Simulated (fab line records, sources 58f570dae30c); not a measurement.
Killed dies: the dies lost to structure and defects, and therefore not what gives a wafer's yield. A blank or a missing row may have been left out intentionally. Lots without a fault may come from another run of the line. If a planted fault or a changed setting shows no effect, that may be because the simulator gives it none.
One fault seen from 2 desks | flow berkeleyCmos170 | each desk holds nothing but its own numbers, with what lay behind them at the end

## FOR THE TOOL OWNER'S DESK: furnace-02
Per lot that ran on this tool, the mean of the sampled wafers carrying a number, from the tool's own readings at UCB170_WELLDRIVE_ANNEAL_03 (time 900 s). The brackets show how far a lot's mean lies from the usual mean; more than 4 standard deviations puts the lot out of limits, marked OUT.
Columns: A = spikeTcCentreC at UCB170_WELLDRIVE_ANNEAL_03, usual 1101.1 C; B = spikeTcLoadC at UCB170_WELLDRIVE_ANNEAL_03, usual 1133 C; C = spikeTcSourceC at UCB170_WELLDRIVE_ANNEAL_03, usual 1124.3 C; D = tubeCenterTempC at UCB170_WELLDRIVE_ANNEAL_03, usual 1100 C; E = tube_center_temp_C_max at UCB170_WELLDRIVE_ANNEAL_03, usual 1102.8
lot  | first seen here | A                | B              | C                | D                      | E
L669 | day 3 19:33     | 1101.8           | 1132           | 1124.6           | 1100                   | 1103.2
L681 | day 6 10:13     | 1151.7 (+46) OUT | 1183 (+11) OUT | 1176.0 (+47) OUT | 1150 (+99 or more) OUT | 1152.7 (+99 or more) OUT
L683 | day 6 17:40     | 1151.6 (+46) OUT | 1183 (+11) OUT | 1175.9 (+47) OUT | 1150 (+99 or more) OUT | 1152.8 (+99 or more) OUT
This desk's finding: out of limits on L681, L683; first on L681, day 6 10:13 (spikeTcCentreC at UCB170_WELLDRIVE_ANNEAL_03). In limits: L669.

## AT THE METROLOGY DESK
Means of the sampled wafers that have a number, per lot and without regard to the tool the lot ran on: this is what the gauges read. The brackets show how far a lot's mean lies from the usual mean; more than 4 standard deviations puts the lot out of limits, marked OUT.
Columns: A = PWELL_OVL at UCB170_PWELL_OVL_MEAS_13, usual 0 nm; B = PWELL_TW at UCB170_PWELL_TW_MEAS_17, usual 378.5; C = WELLDRIVE_OXIDE_THK at UCB170_WELLDRIVE_THK_MEAS_02, usual 199 nm
lot  | first seen here | A  | B     | C
L668 | day 3 01:17     | -3 | 377.4 | 200
L669 | day 3 06:14     | -3 | 377.4 | 192
L681 | day 5 23:14     | 2  | 379.9 | 201
L683 | day 6 03:11     | -1 | 379.1 | 197
L690 | day 7 08:17     | -1 | 379.3 | 204
L691 | day 7 22:10     | -5 | 380.5 | 206
This desk's finding: nothing out of limits on any of the 6 lots.

## PUT TOGETHER
On L681, L683, at day 6 10:13, an alarm was possible from the tool owner's desk.
Metrology desk: nothing out of limits seen.
The metrology desk holds a record of L681, L683, inside its limits.
All the named lots went through UCB170_WELLDRIVE_ANNEAL_03 on furnace-02.

## WHAT WAS PUT IN BY THE SIMULATOR
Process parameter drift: furnace-02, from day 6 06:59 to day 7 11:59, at UCB170_WELLDRIVE_ANNEAL_03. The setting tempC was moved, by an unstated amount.
Lots struck among those shown: L681, L683.
Hours from the fault's start to each desk's first reading out of limits: the tool owner's desk, 3.
